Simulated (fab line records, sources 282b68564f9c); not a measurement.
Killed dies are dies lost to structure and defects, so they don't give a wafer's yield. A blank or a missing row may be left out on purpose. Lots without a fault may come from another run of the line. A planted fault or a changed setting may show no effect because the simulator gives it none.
fab line records | flow rit_cmos
record lots=14 wafers=42 last_day=7
route steps=202 shown SILICIDE@162
lots that met no fault: from a run of the same line without faults
start_h: hours from the record's first day to the start of the lot's first wafer shown | wait_h: hours since the lot's step before | " the same as in the row above | L1.1+2: a row that stands for several wafers | - no value, or no start given | * or withheld: withheld | < > ~ a bound
route shown NAME@n: a module of which the file shows steps, and the number in the route of the first | usual: mean/standard deviation of fault-free wafers | same: alike in all rows | chamber/n: place in a boat | sites: the reading at each site | _std_site: their standard deviation | _edge_site: outer sites' mean less inner sites' | radius_mm: how far each site lies from the wafer's centre | mask NAME#n: copy n | behind: the tool/chamber that last shaped the wafer | hold: why the lot was held/for how many hours/how that ended | device: the transistor (n, p or np) that didn't switch | end of line: the same wafers' tests at the end of the route | a step without rows: its recipe alone | killed: dies lost to structure and defects at the first sort, not the wafer's yield | map: a wafer's dies, x killed, . not, _ none there
set.NAME: the setting as run; set.NAME@STEP: as run at that earlier step | model.NAME: the simulator's own value behind a step, which no gauge read
steps of the route over a sample of lots; a table a step, a row a wafer
services: from which hour (start_h, from the record's first day; less than 0 if before it) a tool's chamber was out of use, for how many hours, and why
## steps
# step RIT_SILICIDE_SPUTTER_01
# recipe material=Ti target_thk_nm=30 power_w=350 chamber_pressure_pa=0.667 gas=Ar time_s=240 substrate_temp_c=25
# usual throttle_valve_pct=30.1/0.83
# columns lot.wafer tool chamber start_h wait_h throttle_valve_pct
L138.1 pvd_sputter-01 - 56.17 0.0 30.6
L138.5 " - " " 30.7
L138.6 " - " " 28.6
L139.1 pvd_sputter-02 - 63.61 0.0 32.1
L139.2 " - " " 29.7
L139.6 " - " " 30.2
L140.4 pvd_sputter-01 - 67.12 0.0 30.6
L140.5 " - " " 31.0
L140.6 " - " " 30.1
L141.1 pvd_sputter-02 - 69.25 0.0 29.8
L141.3 " - " " 31.7
L141.6 " - " " 30.2
L142.2 pvd_sputter-01 - 75.24 0.0 30.2
L142.4 " - " " 28.7
L142.6 " - " " 30.2
L143.1 pvd_sputter-03 - 79.83 0.0 29.8
L143.3 " - " " 30.7
L143.6 " - " " 28.8
L146.1 pvd_sputter-01 - 97.13 0.0 30.4
L146.5 " - " " 28.7
L146.6 " - " " 30.2
L148.1 pvd_sputter-01 - 102.09 0.0 28.5
L148.5 " - " " 30.0
L148.6 " - " " 28.5
L153.2 pvd_sputter-03 - 130.06 0.0 30.8
L153.5 " - " " 29.9
L153.6 " - " " 30.9
L155.2 pvd_sputter-03 - 140.04 0.0 29.9
L155.5 " - " " 30.8
L155.6 " - " " 29.6
L157.1 pvd_sputter-03 - 150.03 0.0 29.9
L157.2 " - " " 30.9
L157.4 " - " " 31.2
L159.1 pvd_sputter-03 - 158.62 0.0 29.7
L159.3 " - " " 30.8
L159.5 " - " " 29.8
L160.1 pvd_sputter-01 - 166.27 0.0 30.7
L160.2 " - " " 30.6
L160.4 " - " " 30.2
L161.2 pvd_sputter-03 - 169.78 0.0 30.7
L161.3 " - " " 29.0
L161.6 " - " " 29.5
# step RIT_SILICIDE_RS_MEAS_02
# recipe thk_meas_gauge=four-point-probe reads=Ti_of_SILICIDE_SPUTTER_01
# usual SILICIDE_TI_RS=47.8/0.75
# columns lot.wafer tool chamber start_h wait_h SILICIDE_TI_RS[ohm/sq]
L138.1 film_metro-03 - 56.32 0.1 47.4
L138.5 " - " " 47.1
L138.6 " - " " 47.9
L139.1 film_metro-03 - 63.76 0.1 47.5
L139.2 " - " " 46.9
L139.6 " - " " 47.6
L140.4 film_metro-02 - 67.33 0.1 47.0
L140.5 " - " " 46.7
L140.6 " - " " 47.1
L141.1 film_metro-03 - 69.40 0.1 47.9
L141.3 " - " " 47.3
L141.6 " - " " 47.9
L142.2 film_metro-04 - 75.41 0.1 48.7
L142.4 " - " " 48.3
L142.6 " - " " 49.1
L143.1 film_metro-04 - 79.98 0.1 48.1
L143.3 " - " " 48.2
L143.6 " - " " 47.6
L146.1 film_metro-02 - 97.28 0.1 22.9
L146.5 " - " " 23.1
L146.6 " - " " 23.1
L148.1 film_metro-03 - 102.24 0.1 23.5
L148.5 " - " " 23.5
L148.6 " - " " 23.5
L153.2 film_metro-04 - 130.23 0.1 47.3
L153.5 " - " " 48.3
L153.6 " - " " 48.0
L155.2 film_metro-04 - 140.21 0.1 48.0
L155.5 " - " " 47.5
L155.6 " - " " 47.6
L157.1 film_metro-04 - 150.18 0.1 48.2
L157.2 " - " " 47.9
L157.4 " - " " 47.2
L159.1 film_metro-02 - 158.77 0.1 47.5
L159.3 " - " " 46.3
L159.5 " - " " 47.4
L160.1 film_metro-02 - 166.42 0.1 47.5
L160.2 " - " " 47.5
L160.4 " - " " 48.5
L161.2 film_metro-02 - 169.95 0.1 47.0
L161.3 " - " " 46.8
L161.6 " - " " 46.8
# step RIT_SILICIDE_THK_MEAS_03
# recipe thk_meas_gauge=xrf reads=Ti_of_SILICIDE_SPUTTER_01
# usual SILICIDE_TI_THK=30.0/0.45
# columns lot.wafer tool chamber start_h wait_h SILICIDE_TI_THK[nm]
L138.1 film_metro-03 - 56.44 0.1 30.3
L138.5 " - " " 30.3
L138.6 " - " " 30.0
L139.1 film_metro-03 - 63.88 0.1 30.2
L139.2 " - " " 30.6
L139.6 " - " " 30.1
L140.4 film_metro-02 - 67.42 0.1 30.7
L140.5 " - " " 30.7
L140.6 " - " " 30.6
L141.1 film_metro-03 - 69.52 0.1 30.0
L141.3 " - " " 30.2
L141.6 " - " " 30.0
L142.2 film_metro-04 - 75.52 0.1 29.4
L142.4 " - " " 29.7
L142.6 " - " " 29.1
L143.1 film_metro-04 - 80.10 0.1 29.6
L143.3 " - " " 29.8
L143.6 " - " " 30.0
L146.1 film_metro-02 - 97.40 0.1 54.9
L146.5 " - " " 54.4
L146.6 " - " " 54.3
L148.1 film_metro-03 - 102.36 0.1 53.2
L148.5 " - " " 53.1
L148.6 " - " " 53.3
L153.2 film_metro-04 - 130.34 0.1 30.2
L153.5 " - " " 30.0
L153.6 " - " " 29.9
L155.2 film_metro-04 - 140.32 0.1 29.7
L155.5 " - " " 30.0
L155.6 " - " " 30.1
L157.1 film_metro-04 - 150.30 0.1 29.7
L157.2 " - " " 29.8
L157.4 " - " " 30.1
L159.1 film_metro-02 - 158.89 0.1 30.4
L159.3 " - " " 31.0
L159.5 " - " " 30.3
L160.1 film_metro-02 - 166.54 0.1 30.3
L160.2 " - " " 30.3
L160.4 " - " " 29.8
L161.2 film_metro-02 - 170.06 0.1 30.5
L161.3 " - " " 30.5
L161.6 " - " " 30.7
## services
# columns tool chamber start_h hours kind
pvd_sputter-03 - 69.20 2.3 repair
## key
first_sign step=RIT_SILICIDE_RS_MEAS_02 reading=SILICIDE_TI_RS direction=down sigmas=33 usual=47.8 struck=23.3
effect step=RIT_SILICIDE_THK_MEAS_03 reading=SILICIDE_TI_THK direction=up sigmas=53 usual=30.0 struck=53.9
met_at RIT_SILICIDE_SPUTTER_01
struck_lots L146,L148
tester_left_out L146,L148
onset_between 75.24 97.13
fault kind=process_parameter_drift tool=pvd_sputter-01 chamber=- onset_h=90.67 steps=RIT_SILICIDE_SPUTTER_01 channel=target_thk_nm offset=24.151 shape=step end_h=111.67 stated=30
# tester_left_out: of these lots the tester's yield and bins aren't shown, on N5 and GAA mostly nor the transistor test; their killed dies are dies lost to structure and defects alone, not to doping, threshold or leakage, so they don't give the yield
